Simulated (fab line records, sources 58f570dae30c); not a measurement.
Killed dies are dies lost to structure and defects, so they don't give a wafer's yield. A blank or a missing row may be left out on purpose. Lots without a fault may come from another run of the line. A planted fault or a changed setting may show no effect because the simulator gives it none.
fab line records | flow berkeley_cmos170
record lots=14 wafers=42 last_day=12
route steps=331 shown SPACER@171
lots that met no fault: from a run of the same line without faults
start_h: hours from the record's first day to the start of the lot's first wafer shown | wait_h: hours since the lot's step before | " the same as in the row above | L1.1+2: a row that stands for several wafers | - no value, or no start given | * or withheld: withheld | < > ~ a bound
route shown NAME@n: a module of which the file shows steps, and the number in the route of the first | usual: mean/standard deviation of fault-free wafers | same: alike in all rows | chamber/n: place in a boat | sites: the reading at each site | _std_site: their standard deviation | _edge_site: outer sites' mean less inner sites' | radius_mm: how far each site lies from the wafer's centre | mask NAME#n: copy n | behind: the tool/chamber that last shaped the wafer | hold: why the lot was held/for how many hours/how that ended | device: the transistor (n, p or np) that didn't switch | end of line: the same wafers' tests at the end of the route | a step without rows: its recipe alone | killed: dies lost to structure and defects at the first sort, not the wafer's yield | map: a wafer's dies, x killed, . not, _ none there
set.NAME: the setting as run; set.NAME@STEP: as run at that earlier step | model.NAME: the simulator's own value behind a step, which no gauge read
steps of the route over a sample of lots; a table a step, a row a wafer
services: from which hour (start_h, from the record's first day; less than 0 if before it) a tool's chamber was out of use, for how many hours, and why
## steps
# step UCB170_SPACER_CVD_00
# recipe material=SiO2 target_thk_nm=376 temp_c=390 precursor=TEOS/O2 time_s=47 rf_w=550 pressure_mtorr=9000
# usual heater_power_w=276/55 pressure_mtorr=9000/18 susceptor_temp_C=390.00/0.22
# columns lot.wafer tool chamber start_h wait_h heater_power_w pressure_mtorr susceptor_temp_C
L714.2 pecvd-04 2 152.79 0.0 274 9016 389.97
L714.3 " 1 " " 308 9035 389.91
L714.5 " 2 " " 292 8998 389.81
L717.2 pecvd-01 2 158.10 0.0 268 9012 389.85
L717.4 " 1 " " 214 8993 390.19
L717.5 " 2 " " 280 9020 390.12
L718.2 pecvd-04 0 180.37 0.0 320 9009 390.16
L718.4 " 0 " " 233 9024 389.84
L718.6 " 2 " " 361 8980 390.22
L720.3 pecvd-02 0 180.39 0.0 224 8983 389.88
L720.4 " 1 " " 315 9025 390.10
L720.5 " 0 " " 238 9001 389.97
L721.2 pecvd-01 1 188.55 0.0 230 9011 390.21
L721.3 " 0 " " 206 9006 390.20
L721.4 " 1 " " 238 9001 390.12
L725.2 pecvd-04 0 191.20 0.0 308 9003 389.88
L725.3 " 2 " " 342 8992 389.81
L725.4 " 0 " " 318 9003 389.67
L726.2 pecvd-01 0 192.19 0.0 265 8986 389.75
L726.3 " 2 " " 340 8970 389.63
L726.4 " 1 " " 238 8999 389.97
L722.1 pecvd-04 0 192.49 0.0 253 8996 390.42
L722.5 " 1 " " 320 8985 390.05
L722.6 " 0 " " 280 8988 390.25
L727.3 pecvd-01 2 221.67 0.0 353 9009 390.07
L727.5 " 2 " " 240 8978 389.59
L727.6 " 0 " " 188 9000 389.99
L728.1 pecvd-04 0 221.91 0.0 325 9000 390.26
L728.3 " 2 " " 358 8994 389.50
L728.4 " 0 " " 326 8996 390.25
L730.1 pecvd-02 2 235.35 0.0 367 8974 389.81
L730.2 " 1 " " 274 9029 389.83
L730.5 " 0 " " 232 9025 389.69
L731.1 pecvd-04 2 236.15 0.0 316 9010 390.33
L731.3 " 1 " " 308 9004 390.04
L731.5 " 2 " " 331 8995 390.20
L734.3 pecvd-04 1 250.53 0.0 277 9008 390.12
L734.4 " 2 " " 270 9016 390.10
L734.6 " 0 " " 295 8992 389.73
L736.1 pecvd-04 0 254.41 0.0 240 9016 390.10
L736.4 " 2 " " 355 9025 389.93
L736.6 " 0 " " 253 8995 389.74
# step UCB170_SPACER_THK_MEAS_01
# recipe reads=SiO2_of_SPACER_CVD_00
# usual SPACER_TEOS_THK=374/5.1
# columns lot.wafer tool chamber start_h wait_h SPACER_TEOS_THK[nm]
L714.2 film_metro-04 - 152.85 0.0 373
L714.3 " - " " 369
L714.5 " - " " 386
L717.2 film_metro-04 - 158.16 0.0 369
L717.4 " - " " 380
L717.5 " - " " 371
L718.2 film_metro-04 - 180.43 0.0 373
L718.4 " - " " 375
L718.6 " - " " 377
L720.3 film_metro-01 - 180.46 0.0 366
L720.4 " - " " 376
L720.5 " - " " 374
L721.2 film_metro-04 - 188.61 0.0 379
L721.3 " - " " 371
L721.4 " - " " 383
L725.2 film_metro-01 - 191.25 0.0 373
L725.3 " - " " 374
L725.4 " - " " 380
L726.2 film_metro-01 - 192.28 0.1 350
L726.3 " - " " 355
L726.4 " - " " 366
L722.1 film_metro-04 - 192.54 0.0 377
L722.5 " - " " 374
L722.6 " - " " 377
L727.3 film_metro-01 - 221.74 0.0 356
L727.5 " - " " 353
L727.6 " - " " 353
L728.1 film_metro-04 - 221.95 0.0 368
L728.3 " - " " 367
L728.4 " - " " 373
L730.1 film_metro-01 - 235.39 0.0 372
L730.2 " - " " 372
L730.5 " - " " 375
L731.1 film_metro-02 - 236.19 0.0 365
L731.3 " - " " 366
L731.5 " - " " 371
L734.3 film_metro-01 - 250.59 0.0 369
L734.4 " - " " 378
L734.6 " - " " 373
L736.1 film_metro-04 - 254.45 0.0 373
L736.4 " - " " 379
L736.6 " - " " 381
## services
# columns tool chamber start_h hours kind
pecvd-02 - 135.50 14.0 pm
pecvd-02 0 135.50 14.0 vent_cycle
pecvd-02 1 135.50 14.0 vent_cycle
pecvd-02 2 135.50 86.9 vent_cycle
pecvd-02 0 149.50 - clean
pecvd-02 1 149.50 - clean
pecvd-02 2 149.50 - clean
pecvd-01 2 154.09 2.0 repair
pecvd-04 - 171.18 1.4 repair
pecvd-01 1 209.98 11.9 repair
pecvd-01 - 232.21 2.8 pm
pecvd-02 - 241.56 1.1 repair
pecvd-01 - 252.60 0.7 repair
## key
first_sign step=UCB170_SPACER_THK_MEAS_01 reading=SPACER_TEOS_THK direction=down sigmas=3.7 usual=374 struck=356
effect none on later readings
met_at UCB170_SPACER_CVD_00
struck_lots L726,L727
tester_left_out L726,L727
onset_between 188.55 192.19
fault kind=process_parameter_drift tool=pecvd-01 chamber=- onset_h=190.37 steps=UCB170_SPACER_CVD_00 channel=target_thk_nm offset=-22.56 shape=step end_h=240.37 acts_in=these_recipes_only stated=376
# tester_left_out: of these lots the tester's yield and bins aren't shown, on N5 and GAA mostly nor the transistor test; their killed dies are dies lost to structure and defects alone, not to doping, threshold or leakage, so they don't give the yield
